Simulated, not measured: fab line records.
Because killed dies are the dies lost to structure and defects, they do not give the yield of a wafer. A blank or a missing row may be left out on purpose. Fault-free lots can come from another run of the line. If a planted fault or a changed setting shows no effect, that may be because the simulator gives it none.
Chamber matching ; flow berkeley_cmos170 ; UCB170_V2_CVD_00 on pecvd-01 has 3 sister chambers
The step deposits SiO2 from TEOS/O2, target thk 2000 nm, time 250 s. 16 wafers are shown with their chamber, then 8 later ones without.

EACH WAFER AND ITS CHAMBER
wafer;chamber;heater_power_w (W)
L791.2;1;145
L791.3;0;337
L791.5;1;188
L792.2;2;275
L792.4;2;335
L792.6;0;242
L797.3;1;161
L797.4;0;244
L797.6;2;234
L801.2;1;143
L801.5;0;242
L801.6;1;187
L804.1;0;326
L804.3;2;314
L804.5;2;234
L806.1;2;318

SIGNATURES, as means of the wafers listed above
reading;chamber 0;chamber 1;chamber 2;scatter within a chamber
heater_power_w;278.20;164.80;285.00;40.4
Rule: for each reading, subtract the chamber's mean from the wafer's reading, divide by that reading's scatter and square the result; add these up over the readings and take the root, which gives the wafer's distance from the chamber. If the next closest chamber is less than 2 further off than the closest, the wafer can't be placed; otherwise it belongs to the closest. How the scatter is found: for the shown wafers, subtract from each reading the mean of its chamber, square and add these, divide the total by (wafers less chambers), then take the root.

WAFERS MISSING THEIR CHAMBER
wafer;heater_power_w (W)
L806.3;249
L806.6;119
L811.4;188
L811.5;320
L811.6;230
L814.1;315
L814.3;147
L814.6;249

WHICH CHAMBER EACH ONE RAN IN
wafer;from the rows above;in truth
L806.3;can't be placed: 0 or 2 or 1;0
L806.6;1;1
L811.4;can't be placed: 1 or 0 or 2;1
L811.5;can't be placed: 2 or 0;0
L811.6;can't be placed: 0 or 2 or 1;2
L814.1;can't be placed: 2 or 0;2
L814.3;1;1
L814.6;can't be placed: 0 or 2 or 1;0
Placed correctly: 2 of 8. Cannot be placed on the basis of these rows: 6; the candidates contain the true chamber in 6. 0 placed wrongly.
